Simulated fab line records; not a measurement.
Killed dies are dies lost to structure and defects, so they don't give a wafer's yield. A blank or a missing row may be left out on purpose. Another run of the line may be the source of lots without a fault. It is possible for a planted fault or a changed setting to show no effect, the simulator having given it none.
A lot that was struck, set against a sound lot    flow berkeley cmos170    15 steps out of a route of 331
Sound: the wafers L438.1, L438.4, L438.6. Wafers L453.1, L453.5, L453.6 were the ones struck. At the end, the cause is stated.
Each step with rows lists, per side, the tool, then ch with its chambers, then its first start. Under that, the readings that differ: sound wafers    struck wafers    difference of the means    sigmas: that difference in standard deviations of wafers without a fault.
alike: words and numbers the same on both sides, and readings whose means are apart by under 2 such deviations; not compared: readings that were withheld, readings missing a value for some wafer, numbers with overlapping values and no deviation given by the record, and bounds like >300 which may hide the same value.
The two part at a step that has a row with sigmas, a row that says differs or no value, or rows on one side only. Numbers that don't overlap but have no deviation are shown without sigmas and don't part them. Lack of a reading on every wafer of one side parts them only where that side has two or more wafers.

UCB170_NWELL_THK_MEAS_02:
  sound: film metro-02 at day 3 18:22; struck: film metro-03 at day 6 18:38
  alike: NWELL_OXIDE_THK
then, 2 steps without rows for these wafers: UCB170_NWELL_ANNEAL_03 (time 900 s); UCB170_NWELL_CVD_04 (deposits Si3N4 from SiH2Cl2/NH3, target thk 224 nm, time 3360 s).
UCB170_NWELL_THK_MEAS_05:
  sound: film metro-01 at day 4 03:08; struck: film metro-03 at day 7 02:04
  alike: NWELL_NITRIDE_THK
then, 6 steps without rows for these wafers: UCB170_NWELL_HMDS_06 (prime time 60 s); UCB170_NWELL_COAT_07 (resist thk 900 nm); UCB170_NWELL_SOFTBAKE_08 (time 60 s); UCB170_NWELL_EXPOSE_09 (exposes mask NWELL, target cd 3000 nm); UCB170_NWELL_PEB_10; UCB170_NWELL_DEVELOP_11 (develop time 45 s).
UCB170_NWELL_OVL_MEAS_12:
  sound: overlay-02 at day 4 04:23; struck: overlay-01 at day 7 03:20
  alike: NWELL_OVL
UCB170_NWELL_ETCH_13: etches Si3N4 in CH3F/Ar/O2, stops on SiO2, target depth 246.4 nm, time 154 s.
  sound on rie diel-02 ch 0,2,3, day 4 04:25; struck on rie diel-01 ch 0,1,2, day 7 03:22
  alike: CH3F_flow_sccm, drypump motor current A, oes product au, throttle valve pct
  not compared: rf hours counter h
UCB170_NWELL_IMPLANT_14:
  sound on implanter-01 ch 0, day 4 04:31; struck on implanter-04 ch 0, day 7 03:28
reading             sound              struck             difference  sigmas
tilt deg (degrees)  6.990 6.985 7.015  6.608 6.598 6.583  -0.400      -22
  alike: end station pressure torr
UCB170_NWELL_STRIP_15: strips in O2.
  sound on plasma asher-02 ch 0, day 4 04:40; struck on plasma asher-02 ch 0,1, day 7 03:37
  alike: drypump motor current A, oes product au, strip time to endpoint s
  not compared: rf hours counter h
-- the record jumps here: 5 days lie between the struck wafers' starts before and after (it left off in module NWELL and takes up again in module M3, whose first step shown is number 331 of the route) --
UCB170_M3_PROBE_99:
  rows exist in the record for the struck wafers here (prober-02, day 12 07:19), but not for the sound ones

WHERE THEY PART
First at UCB170_NWELL_IMPLANT_14; last, within this record, at UCB170_M3_PROBE_99.

WHY: the cause the simulator had injected
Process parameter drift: implanter-04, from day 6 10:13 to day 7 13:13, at UCB170_NWELL_IMPLANT_14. A move of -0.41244 in setting tilt deg, from 7. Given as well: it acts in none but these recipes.
